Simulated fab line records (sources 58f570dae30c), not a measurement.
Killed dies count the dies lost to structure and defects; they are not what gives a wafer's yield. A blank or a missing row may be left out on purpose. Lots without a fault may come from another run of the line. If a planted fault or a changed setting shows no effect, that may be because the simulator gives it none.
A lot that was struck, set against a sound lot ; flow berkeley cmos170 ; 43 steps out of a route of 331
Sound: these wafers, L323.2, L323.4, L323.5. Struck: wafers L325.1, L325.4, L325.5. Last of all comes the cause.
For every step that has rows: the tool of each side, followed by ch and its chambers, followed by its first start. Under that, the readings that differ: sound wafers ; struck wafers ; difference of the means ; sigmas: that difference in standard deviations of wafers without a fault.
alike: readings with means less than 2 such deviations apart, plus words and numbers identical on both sides. not compared: withheld readings, readings lacking a value on some wafer, bounds such as >300 that could conceal the same value, and numbers that have no deviation in the record and whose values overlap.
Wherever a step has rows on one side only, a row that says differs or no value, or a row with sigmas, the two part there. When numbers do not overlap yet have no deviation, they are printed without sigmas and do not part them. A reading that every wafer of one side lacks parts them only if that side has two wafers or more.

first, 1 step without rows for these wafers: UCB170_PLDD_STRIP_10 (strips in O2).
UCB170_PLDD_TW_MEAS_11:
  struck on film metro-01, day 9 17:20; sound on film metro-02, day 9 04:14
reading;sound;struck;difference;sigmas
PLDD_TW;992 996 996;1019 1016 1013;+21;+3
then, 7 steps without rows for these wafers: UCB170_PLDD_CLEAN_12 (cleans in SPM, time 600 s); UCB170_NLDD_HMDS_00 (prime time 60 s); UCB170_NLDD_COAT_01 (resist thk 900 nm); UCB170_NLDD_SOFTBAKE_02 (time 60 s); UCB170_NLDD_EXPOSE_03 (exposes mask NSELECT, target cd 1200 nm); UCB170_NLDD_PEB_04; UCB170_NLDD_DEVELOP_05 (develop time 42.84 s).
UCB170_NLDD_CD_MEAS_06: target cd 1200 nm.
  struck on cd sem-02, day 9 19:16; sound on cd sem-01, day 9 05:26
  alike: cd nm
UCB170_NLDD_OVL_MEAS_07:
  struck on overlay-01, day 9 19:23; sound on overlay-01, day 9 05:32
  alike: NLDD_OVL
following that, these wafers have no rows for 1 step: UCB170_NLDD_IMPLANT_08.
UCB170_NLDD_IMPLANT_09:
  sound on implanter-04 ch 0, day 9 05:45; struck on implanter-01 ch 0, day 9 19:34
  alike: rotation deg
UCB170_NLDD_STRIP_10: strips in O2.
  sound on plasma asher-02 ch 0,1, day 9 05:52; struck on plasma asher-04 ch 0,1, day 9 19:43
  alike: drypump motor current A, oes product au, strip time to endpoint s
  not compared: rf hours counter h
UCB170_NLDD_TW_MEAS_11:
  struck on film metro-02, day 9 20:03; sound on film metro-02, day 9 05:59
reading;sound;struck;difference;sigmas
NLDD_TW;2192 2176 2180;2076 2084 2072;-105;-6
  not compared: hold
UCB170_SPACER_CVD_00: deposits SiO2 from TEOS/O2, target thk 376 nm, time 47 s.
  sound on pecvd-03 ch 0,1,2, day 9 06:19; struck on pecvd-04 ch 0,1, day 10 04:14
  alike: heater power w
  not compared: since wet clean h
UCB170_SPACER_THK_MEAS_01:
  struck on film metro-04, day 10 04:16; sound on film metro-03, day 9 06:22
  alike: SPACER_TEOS_THK
then, 1 step without rows for these wafers: UCB170_SPACER_ANNEAL_02 (time 1800 s).
UCB170_SPACER_ETCHBACK_03: etches SiO2 in CHF3/CF4/Ar, stops on Si, target depth 376 nm, time 100 s.
  sound on rie diel-01 ch 0,1, day 9 11:41; struck on rie diel-01 ch 0,2, day 10 07:02
  alike: drypump motor current A, mfc ar sccm, oes product au, throttle valve pct
  not compared: rf hours counter h
then, 6 steps without rows for these wafers: UCB170_PSD_HMDS_00 (prime time 60 s); UCB170_PSD_COAT_01 (resist thk 900 nm); UCB170_PSD_SOFTBAKE_02 (time 60 s); UCB170_PSD_EXPOSE_03 (exposes mask PSELECT MOD, target cd 1200 nm); UCB170_PSD_PEB_04; UCB170_PSD_DEVELOP_05 (develop time 45 s).
UCB170_PSD_CD_MEAS_06: target cd 1200 nm.
  struck on cd sem-02, day 10 08:28; sound on cd sem-02, day 9 13:13
  alike: cd nm
UCB170_PSD_OVL_MEAS_07:
  struck on overlay-02, day 10 08:35; sound on overlay-02, day 9 13:19
  alike: PSD_OVL
following that, these wafers have no rows for 1 step: UCB170_PSD_IMPLANT_08.
UCB170_PSD_STRIP_09: strips in O2.
  sound on plasma asher-02 ch 0,1, day 9 13:30; struck on plasma asher-02 ch 0,1, day 10 08:47
  alike: drypump motor current A, oes product au, strip time to endpoint s
  not compared: rf hours counter h
UCB170_PSD_TW_MEAS_10:
  struck on film metro-02, day 10 08:53; sound on film metro-03, day 9 13:37
  alike: PSD_TW
then, 7 steps without rows for these wafers: UCB170_PSD_CLEAN_11 (cleans in SPM, time 600 s); UCB170_NSD_HMDS_00 (prime time 60 s); UCB170_NSD_COAT_01 (resist thk 900 nm); UCB170_NSD_SOFTBAKE_02 (time 60 s); UCB170_NSD_EXPOSE_03 (exposes mask NSELECT MOD, target cd 1200 nm); UCB170_NSD_PEB_04; UCB170_NSD_DEVELOP_05 (develop time 45 s).
UCB170_NSD_CD_MEAS_06: target cd 1200 nm.
  struck on cd sem-02, day 10 10:22; sound on cd sem-01, day 9 18:04
  alike: cd nm
UCB170_NSD_OVL_MEAS_07:
  struck on overlay-01, day 10 10:34; sound on overlay-02, day 9 18:11
  alike: NSD_OVL
following that, these wafers have no rows for 1 step: UCB170_NSD_IMPLANT_08.
UCB170_NSD_STRIP_09: strips in O2.
  sound on plasma asher-02 ch 0,1, day 9 18:22; struck on plasma asher-03 ch 0,1, day 10 10:44
  alike: drypump motor current A, oes product au, strip time to endpoint s
  not compared: rf hours counter h
UCB170_SDANNEAL_RS_MEAS_05: the measuring method here is four-point-probe.
  struck on film metro-03, day 10 13:05; sound on film metro-01, day 9 20:15
reading;sound;struck;difference;sigmas
NLDD_RS (ohm/sq);616.3 616.4 616.2;697.9 697.1 695.6;+80.6;+58
  not compared: hold
UCB170_M3_PROBE_99:
  rows exist in the record for the sound wafers here (prober-02, day 10 16:53), none for the struck ones

WHERE THEY PART
First at UCB170_PLDD_TW_MEAS_11; last, within this record, at UCB170_M3_PROBE_99.

WHY: the cause the simulator had injected
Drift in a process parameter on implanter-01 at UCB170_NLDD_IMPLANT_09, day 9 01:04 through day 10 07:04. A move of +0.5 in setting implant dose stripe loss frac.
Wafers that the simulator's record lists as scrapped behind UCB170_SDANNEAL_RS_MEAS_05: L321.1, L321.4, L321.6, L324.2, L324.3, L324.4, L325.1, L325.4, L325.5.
